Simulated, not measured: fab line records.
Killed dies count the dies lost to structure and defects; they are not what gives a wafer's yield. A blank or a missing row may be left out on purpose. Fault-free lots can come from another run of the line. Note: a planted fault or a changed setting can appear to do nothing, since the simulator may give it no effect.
fab line records -- flow berkeley_cmos170
[record] lots = 6, wafers = 18, last_day = 13
route steps=331 shown PSD@178 NSD@187
lots with no fault: from the same line, run without faults
start_h: the number of hours between the record's first day and the start of the first shown wafer of the lot -- wait_h: hours elapsed since this lot's preceding step -- " the same as in the row above -- L1.1+2: several wafers, shown together as one row -- - no value, or no start was given -- * or withheld: withheld -- < > ~ a bound
route shown NAME@n: NAME is a module with steps in the file, n the number in the route of the first one -- usual: average and standard deviation across the fault-free wafers -- same: alike in all rows -- chamber/n: place in a boat -- sites: readings site by site -- _std_site: how widely they spread, as a standard deviation -- _edge_site: inner sites' mean taken away from outer sites' mean -- radius_mm: how far each site lies from the wafer's centre -- mask NAME#n: copy n -- behind: the tool/chamber that last shaped the wafer -- hold: the reason the lot was held/the length of the hold in hours/how it ended -- device: names the non-switching transistor (n, p or np) -- end of line: tests of these same wafers at the route's end -- where a step has no rows: the recipe by itself -- killed: dies that structure and defects cost at the first sort, which is not the same as the wafer's yield -- map: the dies of a wafer, with x for killed, . for not killed, _ for no die there
set.NAME: the setting as run; set.NAME@STEP: as run at that earlier step -- model.NAME: the simulator's own value behind a step, which no gauge read
lots at some steps of the route; a table a step, a row a wafer
services: when a tool's chamber went out of use (start_h, in hours from the record's first day, below 0 if earlier), for how many hours, and the reason
[[steps]]
[step UCB170_PSD_EXPOSE_03]
[recipe] mask_id = PSELECT_MOD, na = 0.5, sigma_outer = 0.6, source_shape = conventional, target_cd_nm = 1200, dose_mj = 30
[step UCB170_PSD_PEB_04]
[recipe] peb_temp_c = 130, peb_time_s = withheld, resist = KrF
[step UCB170_PSD_DEVELOP_05]
[recipe] developer = TMAH, develop_time_s = 45, resist = KrF, dev_temp_c = 21
[step UCB170_PSD_CD_MEAS_06]
[recipe] target_cd_nm = 1200
[usual] cd_nm = 1199.7/1.4
lot.wafer,tool,chamber,start_h,wait_h,cd_nm
L787.2,cd_sem-02,-,174.43,-,1200.3
L787.3,cd_sem-02,-,174.43,-,1201.2
L787.5,cd_sem-02,-,174.43,-,1200.3
L793.1,cd_sem-02,-,195.90,-,1200.1
L793.4,cd_sem-02,-,195.90,-,1200.1
L793.5,cd_sem-02,-,195.90,-,1199.6
L795.2,cd_sem-02,-,196.12,-,1198.4
L795.5,cd_sem-02,-,196.12,-,1198.5
L795.6,cd_sem-02,-,196.12,-,1198.6
L803.1,cd_sem-02,-,240.09,-,1200.2
L803.3,cd_sem-02,-,240.09,-,1201.0
L803.6,cd_sem-02,-,240.09,-,1200.1
L805.1,cd_sem-01,-,256.73,-,1200.3
L805.5,cd_sem-01,-,256.73,-,1199.0
L805.6,cd_sem-01,-,256.73,-,1199.0
L809.2,cd_sem-01,-,275.03,-,1201.4
L809.5,cd_sem-01,-,275.03,-,1201.2
L809.6,cd_sem-01,-,275.03,-,1199.7
[step UCB170_PSD_OVL_MEAS_07]
[usual] PSD_OVL = 4/6
lot.wafer,tool,chamber,start_h,wait_h,PSD_OVL[nm]
L787.2,overlay-02,-,174.54,0.1,-7
L787.3,overlay-02,-,174.54,0.1,4
L787.5,overlay-02,-,174.54,0.1,3
L793.1,overlay-02,-,196.02,0.1,6
L793.4,overlay-02,-,196.02,0.1,-4
L793.5,overlay-02,-,196.02,0.1,3
L795.2,overlay-02,-,196.25,0.1,0
L795.5,overlay-02,-,196.25,0.1,9
L795.6,overlay-02,-,196.25,0.1,0
L803.1,overlay-02,-,240.21,0.1,7
L803.3,overlay-02,-,240.21,0.1,2
L803.6,overlay-02,-,240.21,0.1,5
L805.1,overlay-02,-,256.85,0.1,1
L805.5,overlay-02,-,256.85,0.1,7
L805.6,overlay-02,-,256.85,0.1,8
L809.2,overlay-02,-,275.13,0.1,12
L809.5,overlay-02,-,275.13,0.1,8
L809.6,overlay-02,-,275.13,0.1,12
[step UCB170_PSD_IMPLANT_08]
[recipe] species = B, dose_cm2 = 3e+15, energy_kev = 20, tilt_deg = 7
[step UCB170_PSD_STRIP_09]
[recipe] chemistry = O2, power_w = 400, pressure_mtorr = 3500, platen_temp_c = withheld, o2_flow_sccm = 400, overash_fraction = 0.5
[usual] drypump_motor_current_A = 5.5/0.42, oes_product_au = 0.600/0.0048, strip_time_to_endpoint_s = 29.33/0.086
lot.wafer,tool,chamber,start_h,wait_h,drypump_motor_current_A,oes_product_au,rf_hours_counter_h,strip_time_to_endpoint_s
L787.2,plasma_asher-04,0,174.72,0.1,5.3,0.609,46,29.41
L787.3,plasma_asher-04,1,174.72,0.1,5.0,0.602,-,29.38
L787.5,plasma_asher-04,1,174.72,0.1,5.0,0.595,-,29.46
L793.1,plasma_asher-03,0,196.20,0.1,5.6,0.604,9,29.40
L793.4,plasma_asher-03,0,196.20,0.1,5.6,0.609,-,29.45
L793.5,plasma_asher-03,0,196.20,0.1,5.6,0.601,-,29.42
L795.2,plasma_asher-02,1,196.43,0.1,5.1,0.594,38,29.33
L795.5,plasma_asher-02,1,196.43,0.1,5.1,0.596,-,29.29
L795.6,plasma_asher-02,0,196.43,0.1,6.2,0.607,-,29.35
L803.1,plasma_asher-04,0,240.40,0.1,5.3,0.601,53,29.34
L803.3,plasma_asher-04,1,240.40,0.1,5.0,0.600,-,29.26
L803.6,plasma_asher-04,1,240.40,0.1,5.0,0.592,-,29.35
L805.1,plasma_asher-03,1,257.04,0.1,5.8,0.597,16,29.26
L805.5,plasma_asher-03,0,257.04,0.1,5.6,0.608,-,29.23
L805.6,plasma_asher-03,1,257.04,0.1,5.8,0.601,-,29.36
L809.2,plasma_asher-02,0,275.31,0.1,6.2,0.607,47,29.34
L809.5,plasma_asher-02,1,275.31,0.1,5.1,0.595,-,29.32
L809.6,plasma_asher-02,0,275.31,0.1,6.2,0.595,-,29.39
[step UCB170_PSD_TW_MEAS_10]
[usual] PSD_TW = 2332/13
lot.wafer,tool,chamber,start_h,wait_h,PSD_TW
L787.2,film_metro-04,-,174.83,0.1,2342
L787.3,film_metro-04,-,174.83,0.1,2324
L787.5,film_metro-04,-,174.83,0.1,2344
L793.1,film_metro-03,-,196.30,0.1,2333
L793.4,film_metro-03,-,196.30,0.1,2338
L793.5,film_metro-03,-,196.30,0.1,2338
L795.2,film_metro-03,-,196.54,0.1,2343
L795.5,film_metro-03,-,196.54,0.1,2322
L795.6,film_metro-03,-,196.54,0.1,2336
L803.1,film_metro-02,-,240.50,0.1,2334
L803.3,film_metro-02,-,240.50,0.1,2343
L803.6,film_metro-02,-,240.50,0.1,2347
L805.1,film_metro-04,-,257.14,0.1,2321
L805.5,film_metro-04,-,257.14,0.1,2319
L805.6,film_metro-04,-,257.14,0.1,2328
L809.2,film_metro-02,-,275.42,0.1,2325
L809.5,film_metro-02,-,275.42,0.1,2328
L809.6,film_metro-02,-,275.42,0.1,2309
[step UCB170_PSD_CLEAN_11]
[recipe] chemistry = SPM, temp_c = 120, time_s = 600
[step UCB170_NSD_HMDS_00]
[recipe] prime_time_s = 60, prime_temp_c = 100
[step UCB170_NSD_COAT_01]
[recipe] resist = KrF, spin_rpm = 1500, resist_thk_nm = 900
[step UCB170_NSD_SOFTBAKE_02]
[recipe] resist = KrF, temp_c = 130, time_s = 60
[step UCB170_NSD_EXPOSE_03]
[recipe] mask_id = NSELECT_MOD, na = 0.5, sigma_outer = 0.6, source_shape = conventional, target_cd_nm = 1200, dose_mj = 30
[usual] exposure_dose_mJ_cm2 = 30.47/0.038, focus_offset_nm = -0.1/0.56, na = 0.5/0
lot.wafer,tool,chamber,start_h,wait_h,mask,exposure_dose_mJ_cm2,focus_offset_nm,na
L787.2,krf_scanner-01,0,175.78,0.1,NSELECT_MOD#0,30.49,0.4,0.5
L787.3,krf_scanner-01,0,175.78,0.1,NSELECT_MOD#0,30.50,0.2,0.5
L787.5,krf_scanner-01,0,175.78,0.1,NSELECT_MOD#0,30.47,1.2,0.5
L793.1,krf_scanner-02,-,197.80,0.2,NSELECT_MOD#0,-,-,-
L793.4,krf_scanner-02,-,197.80,0.2,NSELECT_MOD#0,-,-,-
L793.5,krf_scanner-02,-,197.80,0.2,NSELECT_MOD#0,-,-,-
L795.2,krf_scanner-02,-,198.02,0.1,NSELECT_MOD#0,-,-,-
L795.5,krf_scanner-02,-,198.02,0.1,NSELECT_MOD#0,-,-,-
L795.6,krf_scanner-02,-,198.02,0.1,NSELECT_MOD#0,-,-,-
L803.1,krf_scanner-01,0,241.86,0.3,NSELECT_MOD#0,30.49,-0.9,0.5
L803.3,krf_scanner-01,0,241.86,0.3,NSELECT_MOD#0,30.43,0.0,0.5
L803.6,krf_scanner-01,0,241.86,0.3,NSELECT_MOD#0,30.51,-1.3,0.5
L805.1,krf_scanner-01,0,258.88,0.4,NSELECT_MOD#0,30.50,-0.4,0.5
L805.5,krf_scanner-01,0,258.88,0.4,NSELECT_MOD#0,30.50,-0.1,0.5
L805.6,krf_scanner-01,0,258.88,0.4,NSELECT_MOD#0,30.49,-0.4,0.5
L809.2,krf_scanner-02,0,276.26,0.2,NSELECT_MOD#0,30.47,-0.4,0.5
L809.5,krf_scanner-02,0,276.26,0.2,NSELECT_MOD#0,30.43,-0.7,0.5
L809.6,krf_scanner-02,0,276.26,0.2,NSELECT_MOD#0,30.44,-0.8,0.5
[step UCB170_NSD_PEB_04]
[recipe] peb_temp_c = 130, peb_time_s = withheld, resist = KrF
[[services]]
tool,chamber,start_h,hours,kind
krf_scanner-01,-,157.55,3.6,pm
krf_scanner-01,-,162.32,0.5,repair
krf_scanner-01,-,192.02,0.3,repair
plasma_asher-04,-,197.92,0.5,repair
krf_scanner-02,0,198.23,-,calibration
krf_scanner-01,-,220.37,0.8,repair
krf_scanner-01,-,224.03,1.0,pm
plasma_asher-03,-,229.85,1.2,repair
krf_scanner-01,-,231.85,0.5,repair
krf_scanner-02,-,233.34,1.3,pm
krf_scanner-02,-,251.28,3.0,pm
krf_scanner-01,0,260.30,-,calibration
krf_scanner-01,-,268.96,0.3,repair
krf_scanner-01,-,276.33,0.8,pm
[[key]]
[first_sign] step = UCB170_NSD_EXPOSE_03, reading = tool_record, direction = missing
effect none on later readings
met_at UCB170_NSD_EXPOSE_03
struck_wafers L793.1,L793.4,L793.5,L795.2,L795.5,L795.6
sort_left_out L793.1,L793.4,L793.5,L795.2,L795.5,L795.6
tester_left_out L793,L795
[fault] kind = skipped_step_whole, tool = krf_scanner-02, chamber = -, onset_h = 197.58, steps = UCB170_NSD_EXPOSE_03, scope = struck_lots_only
// tester_left_out: of these lots the tester's yield and bins aren't shown, on N5 and GAA mostly nor the transistor test; their killed dies are dies lost to structure and defects alone, not to doping, threshold or leakage, so they don't give the yield
// sort_left_out: the simulated sort isn't trusted on such a fault, so these wafers' sort isn't shown, and their yield isn't known
